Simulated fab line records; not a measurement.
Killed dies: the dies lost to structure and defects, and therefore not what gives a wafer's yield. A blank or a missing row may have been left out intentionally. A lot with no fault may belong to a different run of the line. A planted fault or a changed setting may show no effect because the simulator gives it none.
The tool behind it: which one?    flow rit cmos    13 lots with 39 wafers sampled at 5 steps, on a route of 202 steps

## WHAT THE GAUGES READ, wafer by wafer
RIT_NLDD_OVL_MEAS_06. Usual: NLDD_OVL -1.1 nm, standard deviation 1.6.
lot   measured     on          NLDD_OVL (nm)   flag
L429  day 2 18:10  overlay-01  -4.1 -3.2 -0.8  
L430  day 2 23:07  overlay-01  -1.7 -3.0 -2.1  
L431  day 3 04:30  overlay-01  -0.8 -0.7 -1.8  
L432  day 3 08:43  overlay-02  -2.3 -1.5 -1.3  
L433  day 3 16:15  overlay-01  -0.8 -1.4 -2.1  
L434  day 3 19:32  overlay-02  -1.5 -1.3 0.0   
L439  day 4 20:06  overlay-01  1.1 -1.1 -0.2   
L444  day 6 05:40  overlay-01  -2.8 -3.3 -2.8  
L446  day 6 09:35  overlay-02  -1.8 -2.1 -0.5  
L448  day 6 22:05  overlay-01  -1.1 -1.1 0.3   
L449  day 7 03:30  overlay-02  -1.3 -0.7 -1.8  
L450  day 7 12:57  overlay-02  -2.5 0.6 0.1    
L452  day 8 02:16  overlay-01  -2.9 -1.9 -2.4  

RIT_CONTACT_THK_MEAS_01. Usual: CONTACT_TEOS_THK 399 nm, standard deviation 4.9.
lot   measured     on             CONTACT_TEOS_THK (nm)  flag
L429  day 3 03:25  film metro-04  395 394 396            
L430  day 3 09:37  film metro-03  397 400 405            
L431  day 3 16:28  film metro-01  400 397 403            
L432  day 3 18:10  film metro-04  399 401 410            
L433  day 4 01:42  film metro-04  397 400 399            
L434  day 4 04:29  film metro-04  396 392 398            
L439  day 5 06:00  film metro-04  396 587 399            OFF
L444  day 6 14:37  film metro-01  390 394 400            
L446  day 6 19:04  film metro-04  407 403 405            
L448  day 7 07:14  film metro-04  387 395 397            
L449  day 7 12:42  film metro-04  389 400 399            
L450  day 7 22:18  film metro-04  392 397 398            
L452  day 8 12:07  film metro-01  391 391 398            

## WHAT TOOL EACH LOT RAN ON (gives the tool, then ch and the chambers of the sampled wafers, and finally the start)
lot   RIT_SPACER_ETCHBACK_05             RIT_NSD_STRIP_09                     RIT_CONTACT_CVD_00
L429  rie diel-04 ch 0,1,3, day 2 22:38  plasma asher-01 ch 0,1, day 3 00:05  pecvd-03 ch 0,2, day 3 03:21
L430  rie diel-01 ch 2,3, day 3 04:29    plasma asher-01 ch 0, day 3 06:19    pecvd-02 ch 0,2, day 3 09:34
L431  rie diel-01 ch 0,2,3, day 3 11:34  plasma asher-02 ch 0,1, day 3 13:02  pecvd-04 ch 0,1, day 3 16:25
L432  rie diel-02 ch 0,1,3, day 3 13:29  plasma asher-02 ch 0,1, day 3 14:49  pecvd-03 ch 0,1,2, day 3 18:07
L433  rie diel-02 ch 0,1,3, day 3 20:44  plasma asher-03 ch 0,1, day 3 22:16  pecvd-02 ch 0,1, day 4 01:39
L434  rie diel-01 ch 0,2, day 3 23:58    plasma asher-03 ch 0, day 4 01:18    pecvd-04 ch 0,2, day 4 04:26
L439  rie diel-04 ch 0,1,2, day 5 01:32  plasma asher-02 ch 0,1, day 5 02:52  pecvd-02 ch 0,1,2, day 5 05:57
L444  rie diel-01 ch 2,3, day 6 10:01    plasma asher-02 ch 0,1, day 6 11:21  pecvd-03 ch 0,2, day 6 14:33
L446  rie diel-04 ch 1,2, day 6 14:12    plasma asher-01 ch 0,1, day 6 15:43  pecvd-04 ch 1,2, day 6 18:59
L448  rie diel-02 ch 2,3, day 7 02:37    plasma asher-01 ch 0,1, day 7 03:56  pecvd-03 ch 0,1,2, day 7 07:11
L449  rie diel-01 ch 1,3, day 7 07:57    plasma asher-01 ch 0, day 7 09:17    pecvd-04 ch 1,2, day 7 12:37
L450  rie diel-04 ch 1,2,3, day 7 17:30  plasma asher-02 ch 0, day 7 19:02    pecvd-03 ch 1,2, day 7 22:14
L452  rie diel-01 ch 0,2, day 8 07:31    plasma asher-02 ch 0,1, day 8 08:50  pecvd-03 ch 0,2, day 8 12:04
- RIT_SPACER_ETCHBACK_05: etches Si3N4 in SF6/CHF3, stops on SiO2, target depth 250 nm, time 240 s.
- RIT_NSD_STRIP_09: strips in O2, time 180 s.
- RIT_CONTACT_CVD_00: deposits SiO2 from TEOS, target thk 400 nm, time 61 s.

## WHAT THE TOOLS THEMSELVES READ (means of the sampled wafers that have a number; where no wafer has one, the mark that the record gives instead)
RIT_SPACER_ETCHBACK_05. Usual: drypump motor current A 5.60 A, standard deviation 0.28; oes product au 0.848 a.u., standard deviation 0.0098; throttle valve pct 10.27 %, standard deviation 0.13.
lot   tool         drypump motor current A (A)  oes product au (a.u.)  throttle valve pct (%)  flag
L429  rie diel-04  5.71                         0.842                  10.30                   
L430  rie diel-01  5.55                         0.844                  10.36                   
L431  rie diel-01  5.51                         0.852                  10.29                   
L432  rie diel-02  5.64                         0.845                  10.29                   
L433  rie diel-02  5.66                         0.842                  10.30                   
L434  rie diel-01  5.50                         0.841                  10.33                   
L439  rie diel-04  5.45                         0.854                  10.29                   
L444  rie diel-01  5.53                         0.866                  10.34                   
L446  rie diel-04  5.36                         0.845                  10.30                   
L448  rie diel-02  5.78                         0.846                  10.23                   
L449  rie diel-01  5.32                         0.852                  10.23                   
L450  rie diel-04  5.61                         0.844                  10.31                   
L452  rie diel-01  5.52                         0.846                  10.33                   

RIT_NSD_STRIP_09. Usual: drypump motor current A 6.1 A, standard deviation 0.38; rf refl power W 8.7 W, standard deviation 0.6.
lot   tool             drypump motor current A (A)  rf refl power W (W)  flag
L429  plasma asher-01  6.3                          8.9                  
L430  plasma asher-01  6.5                          9.0                  
L431  plasma asher-02  6.0                          8.7                  
L432  plasma asher-02  6.0                          8.8                  
L433  plasma asher-03  5.7                          8.5                  
L434  plasma asher-03  5.4                          9.0                  
L439  plasma asher-02  6.0                          8.7                  
L444  plasma asher-02  5.7                          9.1                  
L446  plasma asher-01  6.2                          8.4                  
L448  plasma asher-01  6.2                          8.5                  
L449  plasma asher-01  6.5                          9.1                  
L450  plasma asher-02  6.2                          8.2                  
L452  plasma asher-02  6.0                          8.8                  

RIT_CONTACT_CVD_00. Usual: heater power w 331 W, standard deviation 44; run length s 89.3 s, standard deviation 0.61.
lot   tool      heater power w (W)  run length s (s)  flag
L429  pecvd-03  330                 89.5              
L430  pecvd-02  361                 88.7              
L431  pecvd-04  341                 88.3              
L432  pecvd-03  324                 89.8              
L433  pecvd-02  310                 88.4              
L434  pecvd-04  282                 89.1              
L439  pecvd-02  318                 98.1              OFF
L444  pecvd-03  322                 89.9              
L446  pecvd-04  287                 89.4              
L448  pecvd-03  357                 89.5              
L449  pecvd-04  322                 89.7              
L450  pecvd-03  340                 90.0              
L452  pecvd-03  338                 89.7              

## THE ANSWER, worked out from the rows above alone
Rule: a lot counts as off when the mean over its wafers that have a number is more than 3 standard deviations away from the usual mean. Also off: a lot with no number at a reading for which 4 or more lots have one. The other lots that the step has rows for count as sound. After the gauges, taken in route order, come the tools' own readings; for these a lot's mean is taken, as printed above. At the first step where some lot is off, the reading lying furthest off is the one used; lots without a number count as furthest.
Off: at RIT_CONTACT_THK_MEAS_01 (CONTACT_TEOS_THK), L439.
A tool fits if, at a process step before that reading, it ran every lot that is off, and no sound lot after the first of them. Not tried: the gauges at RIT_CONTACT_THK_MEAS_01; whatever is off there is also off at RIT_CONTACT_CVD_00, on other tools, and gauge error can't account for it. One fits: pecvd-02 at RIT_CONTACT_CVD_00. A fault onset in the window from L433 (day 4 01:39, its last sound lot) to L439 (day 5 05:57, its first lot off) fits.
On the lots that are off, the tool's own readings at RIT_CONTACT_CVD_00 differ by more than 5 times the standard deviation of the sound lots' means, which bears it out; run length s reads 98.1 s there versus 89.3 s on the sound lots.

## WHAT THE SIMULATOR PUT IN
pecvd-02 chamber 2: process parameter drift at RIT_CONTACT_CVD_00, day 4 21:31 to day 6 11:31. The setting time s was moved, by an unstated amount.
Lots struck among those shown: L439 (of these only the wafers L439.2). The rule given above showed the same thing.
